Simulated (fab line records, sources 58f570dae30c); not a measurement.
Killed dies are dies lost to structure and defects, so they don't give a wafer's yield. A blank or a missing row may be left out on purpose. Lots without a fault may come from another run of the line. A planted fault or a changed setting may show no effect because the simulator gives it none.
Which tool did it? | flow berkeley_cmos170 | 14 lots, 42 wafers sampled, at 5 steps of a route of 331

WHAT THE GAUGES READ, wafer by wafer
UCB170_NVT_OVL_MEAS_06. Usual: NVT_OVL -2 nm, standard deviation 5.1.
lot  | measured     | on         | NVT_OVL (nm) | flag
L500 | day 5 06:31  | overlay-02 | -8 1 -4      |
L501 | day 5 06:50  | overlay-02 | -14 -12 -16  |
L499 | day 5 07:04  | overlay-02 | -5 -6 -4     |
L503 | day 6 01:34  | overlay-02 | 4 4 7        |
L505 | day 6 05:49  | overlay-02 | -2 -8 4      |
L502 | day 6 06:06  | overlay-02 | -5 -4 -7     |
L509 | day 7 05:50  | overlay-01 | 3 -3 2       |
L511 | day 7 11:46  | overlay-02 | -1 -7 -1     |
L514 | day 8 06:12  | overlay-01 | -9 -3 -9     |
L518 | day 9 02:29  | overlay-01 | -1 0 5       |
L517 | day 9 08:25  | overlay-02 | -2 -4 -1     |
L520 | day 9 23:00  | overlay-02 | 3 -3 -4      |
L521 | day 9 23:17  | overlay-02 | 1 -6 -6      |
L522 | day 10 04:16 | overlay-01 | 2 1 8        |

UCB170_PVT_TW_MEAS_09. Usual: PVT_TW 508.6, standard deviation 2.9.
lot  | measured     | on            | PVT_TW            | flag
L500 | day 5 08:40  | film_metro-04 | 505.9 503.1 503.4 |
L501 | day 5 09:56  | film_metro-04 | 505.0 502.2 506.8 |
L499 | day 5 09:42  | film_metro-03 | 513.4 510.3 510.5 |
L503 | day 6 06:10  | film_metro-03 | 509.5 509.4 509.1 |
L505 | day 6 08:32  | film_metro-03 | 510.5 511.2 511.5 |
L502 | day 6 09:02  | film_metro-03 | 510.6 511.9 512.3 |
L509 | day 7 08:56  | film_metro-04 | 502.6 505.8 505.3 |
L511 | day 7 13:32  | film_metro-04 | 505.0 503.9 502.2 |
L514 | day 8 08:13  | film_metro-02 | 509.3 510.1 509.8 |
L518 | day 9 04:19  | film_metro-02 | 505.8 507.5 505.8 |
L517 | day 9 10:29  | film_metro-03 | 507.6 510.9 510.2 |
L520 | day 10 00:49 | film_metro-02 | 505.7 506.4 508.4 |
L521 | day 10 01:08 | film_metro-02 | 505.4 507.4 507.2 |
L522 | day 10 07:02 | film_metro-02 | 510.2 508.6 507.4 |

UCB170_NLDD_CD_MEAS_06: target cd 1200 nm. Usual: cd_nm 1200.7 nm, standard deviation 1.6.
lot  | measured     | on        | cd_nm (nm)           | flag
L500 | day 6 01:44  | cd_sem-01 | 1202.2 1203.0 1202.3 |
L501 | day 6 00:52  | cd_sem-01 | 1201.2 1200.4 1199.4 |
L499 | day 6 01:11  | cd_sem-02 | 1199.9 1201.0 1200.2 |
L503 | day 6 20:41  | cd_sem-02 | 1201.0 1201.3 1200.7 |
L505 | day 7 03:07  | cd_sem-02 | 1195.8 1196.2 1198.7 |
L502 | day 7 03:20  | cd_sem-02 | 1200.5 1200.4 1199.8 |
L509 | day 8 04:13  | cd_sem-01 | 1201.1 1201.0 1199.9 |
L511 | day 8 07:27  | cd_sem-02 | 1201.8 1202.1 1202.8 |
L514 | day 9 02:50  | cd_sem-02 | 1201.0 1201.8 1201.7 |
L518 | day 9 20:19  | cd_sem-02 | 1202.8 1203.2 1203.3 |
L517 | day 10 05:52 | cd_sem-01 | 1198.3 1199.4 1198.5 |
L520 | day 10 20:29 | cd_sem-02 | 1201.7 1201.0 1201.2 |
L521 | day 10 20:20 | cd_sem-01 | 1202.2 1202.6 1201.7 |
L522 | day 10 21:11 | cd_sem-02 | 1199.1 1200.2 1199.1 |

UCB170_SPACER_THK_MEAS_01. Usual: SPACER_TEOS_THK 376 nm, standard deviation 4.8.
lot  | measured     | on            | SPACER_TEOS_THK (nm) | flag
L500 | day 6 04:28  | film_metro-03 | 367 371 371          |
L501 | day 6 04:28  | film_metro-01 | 372 367 381          |
L499 | day 6 04:28  | film_metro-04 | 379 379 386          |
L503 | day 6 21:32  | film_metro-04 | 378 377 382          |
L505 | day 7 03:55  | film_metro-04 | 374 375 380          |
L502 | day 7 04:16  | film_metro-01 | 372 373 378          |
L509 | day 8 05:02  | film_metro-04 | 317 320 328          | OFF
L511 | day 8 08:17  | film_metro-01 | 326 331 327          | OFF
L514 | day 9 03:38  | film_metro-03 | 379 372 374          |
L518 | day 9 21:09  | film_metro-04 | 378 383 383          |
L517 | day 10 06:41 | film_metro-01 | 381 380 382          |
L520 | day 10 21:19 | film_metro-04 | 378 378 381          |
L521 | day 10 21:10 | film_metro-03 | 380 383 379          |
L522 | day 10 22:01 | film_metro-01 | 375 376 377          |

WHICH TOOL RAN EACH LOT (tool, then ch and the chambers of the sampled wafers, then the start)
lot  | UCB170_SPACER_CVD_00
L500 | pecvd-01 ch 0,1,2, day 6 04:25
L501 | pecvd-03 ch 1,2, day 6 04:25
L499 | pecvd-02 ch 0,1,2, day 6 04:25
L503 | pecvd-01 ch 0,1, day 6 21:28
L505 | pecvd-03 ch 0,1,2, day 7 03:52
L502 | pecvd-03 ch 0,1,2, day 7 04:13
L509 | pecvd-03 ch 0,1,2, day 8 04:58
L511 | pecvd-03 ch 0,2, day 8 08:15
L514 | pecvd-01 ch 0,1,2, day 9 03:35
L518 | pecvd-02 ch 0,2, day 9 21:05
L517 | pecvd-02 ch 0,1,2, day 10 06:38
L520 | pecvd-01 ch 0,1,2, day 10 21:17
L521 | pecvd-02 ch 0,1,2, day 10 21:07
L522 | pecvd-01 ch 0,1,2, day 10 21:58
- UCB170_SPACER_CVD_00: deposits SiO2 from TEOS/O2, target thk 376 nm, time 47 s.

WHAT THE TOOLS THEMSELVES READ (means of the sampled wafers that have a number; where no wafer has one, the mark that the record gives instead)
UCB170_SPACER_CVD_00. Usual: heater_power_w 246 W, standard deviation 35; rf_fwd_power_W 544.7 W, standard deviation 1.9.
lot  | tool     | heater_power_w (W) | rf_fwd_power_W (W) | flag
L500 | pecvd-01 | 266                | 545.3              |
L501 | pecvd-03 | 262                | 545.4              |
L499 | pecvd-02 | 223                | 544.5              |
L503 | pecvd-01 | 287                | 546.6              |
L505 | pecvd-03 | 217                | 545.1              |
L502 | pecvd-03 | 266                | 543.4              |
L509 | pecvd-03 | 343                | 324.7              | OFF
L511 | pecvd-03 | 340                | 323.4              | OFF
L514 | pecvd-01 | 273                | 544.7              |
L518 | pecvd-02 | 239                | 545.5              |
L517 | pecvd-02 | 232                | 543.0              |
L520 | pecvd-01 | 243                | 544.2              |
L521 | pecvd-02 | 232                | 544.6              |
L522 | pecvd-01 | 238                | 544.8              |

THE ANSWER, worked out from the rows above alone
Rule: a lot is off if the mean of its wafers that have a number lies more than 3 standard deviations from the usual mean. A lot without any number at a reading at which 4 lots or more have one is off too. The other lots that the step has rows for count as sound. The gauges are gone through in route order, then the tools' own readings, and for those a lot's mean is taken as printed above. The first step at which some lot is off is used, and at that step the reading that is off furthest; a lot without a number counts as furthest.
Off: L509, L511, at UCB170_SPACER_THK_MEAS_01 (SPACER_TEOS_THK).
A tool fits if, at a process step before that reading, it ran every lot that is off, and no sound lot after the first of them. The gauges at UCB170_SPACER_THK_MEAS_01 aren't tried: what is off there is off at UCB170_SPACER_CVD_00 too, on other tools, and a gauge's error can't cause that. One fits: pecvd-03 at UCB170_SPACER_CVD_00. Its last sound lot is L502 (day 7 04:13), its first lot that is off L509 (day 8 04:58): a fault that began between those two fits.
The tool's own readings at UCB170_SPACER_CVD_00 bear it out: on the lots that are off they differ by more than 5 times the standard deviation of the sound lots' means. rf_fwd_power_W reads 324.0 W there against 544.8 W on the sound lots.

WHAT THE SIMULATOR HAD PUT IN
Process parameter drift: pecvd-03, from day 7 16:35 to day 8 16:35, at UCB170_SPACER_CVD_00. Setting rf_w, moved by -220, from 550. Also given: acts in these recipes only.
Lots struck among those shown: L509, L511. The rule above found the same.
